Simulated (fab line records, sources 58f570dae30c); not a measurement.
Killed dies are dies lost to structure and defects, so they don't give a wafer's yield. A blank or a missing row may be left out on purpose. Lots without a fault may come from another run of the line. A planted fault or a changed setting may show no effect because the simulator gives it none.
Split-lot experiment | flow berkeley_cmos170 | 5 lots, 23 wafers read, on a route of 331 steps

THE SPLIT
At UCB170_V2_PEB_10, the setting peb_temp_c was moved away from the recipe's 130 C on 5 of the 23 wafers read, by -1.8% to -0.8%. The other wafers ran this setting at the recipe's value.

FROM THE SPLIT TO THE READING: what the file shows between them, 4 steps
- UCB170_V2_DEVELOP_11: develop time 45 s
- UCB170_V2_CD_MEAS_12: target cd 700 nm
- UCB170_V2_ETCH_14: etches SiO2 in CHF3/CF4/Ar, stops on Al, target depth 1250 nm, time 291 s
- UCB170_V2_STRIP_15: strips in O2

THE READING
cd_nm, in nm, at UCB170_V2_CD_MEAS_90 (target cd 700 nm). Fault-free wafers of this fab line usually give 700.0 nm, standard deviation 1.5 nm.

wafer  | tool, chamber at the split | peb_temp_c as run, C | against the recipe | cd_nm, nm | against lot-mates on the recipe
L075.1 | litho_track-03, 0          | 130                  | recipe             | 699.3     | -
L075.3 | litho_track-03, 0          | 130                  | recipe             | 701.1     | -
L075.4 | litho_track-03, 0          | 130                  | recipe             | 701.3     | -
L075.5 | litho_track-03, 0          | 130                  | recipe             | 700.2     | -
L075.6 | litho_track-03, 0          | 130                  | recipe             | 700.2     | -
L078.1 | litho_track-03, 0          | 130                  | recipe             | 701.5     | -
L078.5 | litho_track-03, 0          | 130                  | recipe             | 702.4     | -
L078.6 | litho_track-03, 0          | 130                  | recipe             | 700.6     | -
L082.1 | litho_track-03, 0          | 130                  | recipe             | 701.0     | -
L082.2 | litho_track-03, 0          | 130                  | recipe             | 701.6     | -
L082.3 | litho_track-03, 0          | 130                  | recipe             | 699.5     | -
L082.5 | litho_track-03, 0          | 130                  | recipe             | 700.4     | -
L082.6 | litho_track-03, 0          | 130                  | recipe             | 700.3     | -
L085.1 | litho_track-03, 0          | 129                  | -0.8%              | 692.3     | -6.5
L085.2 | litho_track-03, 0          | 129                  | -0.8%              | 694.6     | -4.2
L085.4 | litho_track-03, 0          | 129                  | -0.8%              | 690.6     | -8.2
L085.5 | litho_track-03, 0          | 130                  | recipe             | 698.3     | -
L085.6 | litho_track-03, 0          | 130                  | recipe             | 699.4     | -
L084.1 | litho_track-02, 0          | 130                  | recipe             | 697.2     | -
L084.2 | litho_track-02, 0          | 127.6                | -1.8%              | 679.3     | -18.4
L084.3 | litho_track-02, 0          | 130                  | recipe             | 697.0     | -
L084.4 | litho_track-02, 0          | 127.6                | -1.8%              | 681.2     | -16.5
L084.6 | litho_track-02, 0          | 130                  | recipe             | 699.0     | -

THE FIT
A straight line over all 23 wafers: cd_nm changes by +10.6 nm for each +1% of peb_temp_c; r = +0.97; the points scatter about the line by 1.5 nm.
The same after taking each lot's own level away (the mean of its wafers on the recipe; 23 wafers): +9.27 nm for each +1%; r = +0.98; scatter 1 nm.
On that fit, the largest move of peb_temp_c shifts the reading by 17 nm.
The lots' own levels span 697.73 to 701.50 nm, that is 2.5 times the standard deviation above.
So the lot-to-lot level changes the slope: the two fits differ.
Check: with one of the wafers moved furthest among these (-1.8%) left out of the fit, the line predicts -16.1 nm for it against its lot-mates. It came out at -18.4 nm against them.

THE WHOLE CHAIN: every reading that the file lists as answering this split, in the file's order
step                 | what it does                                                              | reading                                                   | change (the file's fit)              | r (the file's)
UCB170_V2_CD_MEAS_12 | target cd 700 nm                                                          | cd_nm                                                     | +9.28 nm for each +1% of the setting | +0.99
UCB170_V2_ETCH_14    | etches SiO2 in CHF3/CF4/Ar, stops on Al, target depth 1250 nm, time 291 s | V2.cd_nm (the simulator's own value, which no gauge read) | +9.3 nm for each +1% of the setting  | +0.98
UCB170_V2_CD_MEAS_90 | target cd 700 nm                                                          | cd_nm                                                     | +9.3 nm for each +1% of the setting  | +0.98

THE FILE'S OWN FIT
cd_nm changes by +9.3 nm for each +1% of peb_temp_c, r = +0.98.
